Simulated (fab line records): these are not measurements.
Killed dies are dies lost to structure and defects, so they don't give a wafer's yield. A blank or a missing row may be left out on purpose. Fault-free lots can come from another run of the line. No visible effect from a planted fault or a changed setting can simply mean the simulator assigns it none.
A lot that was struck, set against a sound lot | flow berkeley-cmos170 | 14 steps out of a route of 331
Sound: these wafers, L750.1, L750.3, L750.4. Wafers struck: L758.1, L758.2, L758.4. Last of all comes the cause.
For every step that has rows: the tool of each side, followed by ch and its chambers, followed by its first start. Under that, the readings that differ: sound wafers | struck wafers | difference of the means | sigmas: that difference in standard deviations of wafers without a fault.
alike: same words and numbers on both sides, and readings whose means sit less than 2 such deviations apart. not compared: any withheld reading, any reading some wafer has no value for, any bound like >300 that may hide the same value, and any number with overlapping values for which the record gives no deviation.
The two part at a step that has a row with sigmas, a row that says differs or no value, or rows on one side only. Numbers that have no deviation but don't overlap get no sigmas and don't part them. Lack of a reading on every wafer of one side parts them only where that side has two or more wafers.

first, 1 step without rows for these wafers: UCB170_ZERO_DEVELOP_05 (develop time 45 s).
UCB170_ZERO_ETCH_06: etches SiO2 in CHF3/CF4/Ar, time 12 s.
  sound on rie-diel-01 ch 1,2,3, day 1 23:08; struck on rie-diel-04 ch 0,2,3, day 3 09:47
  alike: drypump-motor-current-A, oes-product-au, throttle-valve-pct
  not compared: rf-hours-counter-h
UCB170_ZERO_STRIP_07: strips in O2.
  sound on plasma-asher-04 ch 0,1, day 1 23:10; struck on plasma-asher-03 ch 0,1, day 3 09:49
  alike: drypump-motor-current-A, oes-product-au, strip-time-to-endpoint-s
  not compared: rf-hours-counter-h
then, 2 steps without rows for these wafers: UCB170_NWELL_WET_ETCH_00 (etches SiO2 in dHF, time 200 s); UCB170_NWELL_OXIDATION_01 (target thk 26.4 nm, ox time 1260 s).
UCB170_NWELL_THK_MEAS_02:
  struck on film-metro-03, day 3 14:32; sound on film-metro-02, day 2 04:12
  alike: NWELL_OXIDE_THK
then, 2 steps without rows for these wafers: UCB170_NWELL_ANNEAL_03 (time 900 s); UCB170_NWELL_CVD_04 (deposits Si3N4 from SiH2Cl2/NH3, target thk 224 nm, time 3360 s).
UCB170_NWELL_THK_MEAS_05:
  struck on film-metro-02, day 3 20:23; sound on film-metro-01, day 2 13:08
  alike: NWELL_NITRIDE_THK
then, 3 steps without rows for these wafers: UCB170_NWELL_HMDS_06 (prime time 60 s); UCB170_NWELL_COAT_07 (resist thk 900 nm); UCB170_NWELL_SOFTBAKE_08 (time 60 s).
UCB170_NWELL_EXPOSE_09: exposes mask NWELL, target cd 3000 nm.
  struck on krf-scanner-02, day 3 21:02; sound on krf-scanner-01 ch 0, day 2 13:49
  no value came back on the struck wafers for exposure-dose-mJ-cm2, focus-offset-nm (nm), reticle-temp-C (C); on the sound wafers exposure-dose-mJ-cm2 reads 25.022 25.012 25.035
  alike: mask
then, 1 step without rows for these wafers: UCB170_NWELL_PEB_10.

## WHERE THEY PART
Only at UCB170_NWELL_EXPOSE_09, as far as this record shows.

WHY: the cause the simulator had injected
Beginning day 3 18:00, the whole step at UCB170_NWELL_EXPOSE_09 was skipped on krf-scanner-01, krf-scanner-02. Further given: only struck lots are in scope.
